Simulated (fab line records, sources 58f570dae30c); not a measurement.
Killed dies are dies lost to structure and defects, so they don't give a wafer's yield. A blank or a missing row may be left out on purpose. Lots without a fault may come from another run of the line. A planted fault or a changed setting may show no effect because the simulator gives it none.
Split-lot experiment | flow berkeley_cmos170 | 5 lots, 23 wafers read, on a route of 331 steps

THE SPLIT
At UCB170_FIELD_OXIDATION_01 (target thk 558.3 nm, ox time 7200 s), the setting ox_time_s was moved away from the recipe's 7200 s on 20 of the 23 wafers read, by -6.8% to +11.2%. The other wafers ran this setting at the recipe's value.

The reading is taken at the split's own step.

THE READING
SiO2_of_FIELD_OXIDATION_01.thk_nm (the simulator's own value, which no gauge read), in nm, at UCB170_FIELD_OXIDATION_01 (target thk 558.3 nm, ox time 7200 s). The file gives no usual value for it. The 3 wafers here that ran the recipe average 558.3 nm, standard deviation 2.8 nm.

wafer  | tool, chamber at the split | ox_time_s as run, s | against the recipe | SiO2_of_FIELD_OXIDATION_01.thk_nm, nm | against lot-mates on the recipe
L075.3 | furnace-02, 0              | 7200                | recipe             | 557.7                                 | -
L075.4 | furnace-02, 0              | 7200                | recipe             | 562                                   | -
L075.5 | furnace-02, 0              | 7200                | recipe             | 555.3                                 | -
L079.1 | -, -                       | 6707                | -6.8%              | 535                                   | no lot-mate on the recipe
L079.2 | -, -                       | 6707                | -6.8%              | 530                                   | no lot-mate on the recipe
L079.3 | -, -                       | 6707                | -6.8%              | 527.6                                 | no lot-mate on the recipe
L079.4 | -, -                       | 6707                | -6.8%              | 534.4                                 | no lot-mate on the recipe
L079.6 | -, -                       | 6707                | -6.8%              | 535.6                                 | no lot-mate on the recipe
L082.1 | -, -                       | 6811                | -5.4%              | 557.5                                 | no lot-mate on the recipe
L082.2 | -, -                       | 6811                | -5.4%              | 561.7                                 | no lot-mate on the recipe
L082.3 | -, -                       | 6811                | -5.4%              | 553.9                                 | no lot-mate on the recipe
L082.5 | -, -                       | 6811                | -5.4%              | 562.4                                 | no lot-mate on the recipe
L082.6 | -, -                       | 6811                | -5.4%              | 560.1                                 | no lot-mate on the recipe
L084.1 | -, -                       | 8006                | +11.2%             | 581.9                                 | no lot-mate on the recipe
L084.3 | -, -                       | 8006                | +11.2%             | 594.2                                 | no lot-mate on the recipe
L084.4 | -, -                       | 8006                | +11.2%             | 597.7                                 | no lot-mate on the recipe
L084.5 | -, -                       | 8006                | +11.2%             | 593.2                                 | no lot-mate on the recipe
L084.6 | -, -                       | 8006                | +11.2%             | 587.8                                 | no lot-mate on the recipe
L085.1 | -, -                       | 6930                | -3.7%              | 533                                   | no lot-mate on the recipe
L085.3 | -, -                       | 6930                | -3.7%              | 532.8                                 | no lot-mate on the recipe
L085.4 | -, -                       | 6930                | -3.7%              | 538.1                                 | no lot-mate on the recipe
L085.5 | -, -                       | 6930                | -3.7%              | 541.7                                 | no lot-mate on the recipe
L085.6 | -, -                       | 6930                | -3.7%              | 527.3                                 | no lot-mate on the recipe

THE FIT
A straight line over all 23 wafers: SiO2_of_FIELD_OXIDATION_01.thk_nm changes by +2.9 nm for each +1% of ox_time_s; r = +0.87; the points scatter about the line by 11 nm.
Too few moved wafers have a lot-mate on the recipe to fit a line with each lot's own level taken away.

THE FILE'S OWN FIT
SiO2_of_FIELD_OXIDATION_01.thk_nm changes by +2.9 nm for each +1% of ox_time_s, r = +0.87.
